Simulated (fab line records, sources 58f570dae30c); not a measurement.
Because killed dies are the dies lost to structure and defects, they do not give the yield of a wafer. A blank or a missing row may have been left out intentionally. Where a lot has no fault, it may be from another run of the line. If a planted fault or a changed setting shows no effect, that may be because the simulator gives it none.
2 desks looking at one fault ; flow berkeley cmos170 ; what lay behind the numbers comes last; until then each desk has only its own

== METROLOGY DESK ==
Lot by lot, what the gauges showed, no matter which tool ran the lot: averages of those sampled wafers that carry a number. The brackets show how far a lot's mean lies from the usual mean; more than 4 standard deviations puts the lot out of limits, marked OUT.
Columns: A = cd nm at UCB170_M3_CD_MEAS_15, usual 700.0 nm; B = M3_OVL at UCB170_M3_OVL_MEAS_16, usual -7 nm; C = cd nm at UCB170_M3_CD_MEAS_90, usual 700 nm
lot;first seen here;A;B;C
L531;day 9 03:46;699.8;-8;698
L530;day 9 04:26;698.6;-12;701
L544;day 11 22:08;699.4;-9;695
L548;day 12 11:41;702.7;-23;705
L551;day 13 07:39;701.5;-7;701
Result from this desk: across the 5 lots, nothing is out of limits.

== THE TOOL OWNER'S DESK: rie metal-03 ==
The tool's own readings at UCB170_M3_METAL_ETCH_18 (etches Al in Cl2/BCl3, stops on SiO2, target depth 1170 nm, time 195 s): means of the sampled wafers that have a number, for each lot that ran on this tool. The brackets show how far a lot's mean lies from the usual mean; more than 4 standard deviations puts the lot out of limits, marked OUT.
Columns: A = bias w at UCB170_M3_METAL_ETCH_18, usual 120.0 W; B = drypump motor current A at UCB170_M3_METAL_ETCH_18, usual 5.8 A; C = oes product au at UCB170_M3_METAL_ETCH_18, usual 0.853 a.u.; D = throttle valve pct at UCB170_M3_METAL_ETCH_18, usual 24.36 %
lot;first seen here;A;B;C;D
L531;day 9 03:58;120.0;6.1;0.849;24.14
L544;day 11 22:20;135.0 (+43) OUT;6.3;0.840;24.32
This desk finds L544 out of limits, L544 being first, at day 11 22:20 (bias w at UCB170_M3_METAL_ETCH_18). L531 stayed within limits.

== PUT TOGETHER ==
On L544, at day 11 22:20, an alarm was possible from the tool owner's desk.
The metrology desk saw nothing out of limits.
The metrology desk has L544 on record, within its limits.
UCB170_M3_METAL_ETCH_18 was run on rie metal-03 by each of the lots named.

== WHAT WAS PUT IN BY THE SIMULATOR ==
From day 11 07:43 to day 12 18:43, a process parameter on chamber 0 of rie metal-03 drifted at UCB170_M3_METAL_ETCH_18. Setting bias w shifted by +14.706 from 120. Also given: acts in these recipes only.
Shown lots that were struck: L544.
Time in hours from fault onset to the first out-of-limits reading at each desk: the tool owner's desk, 15.
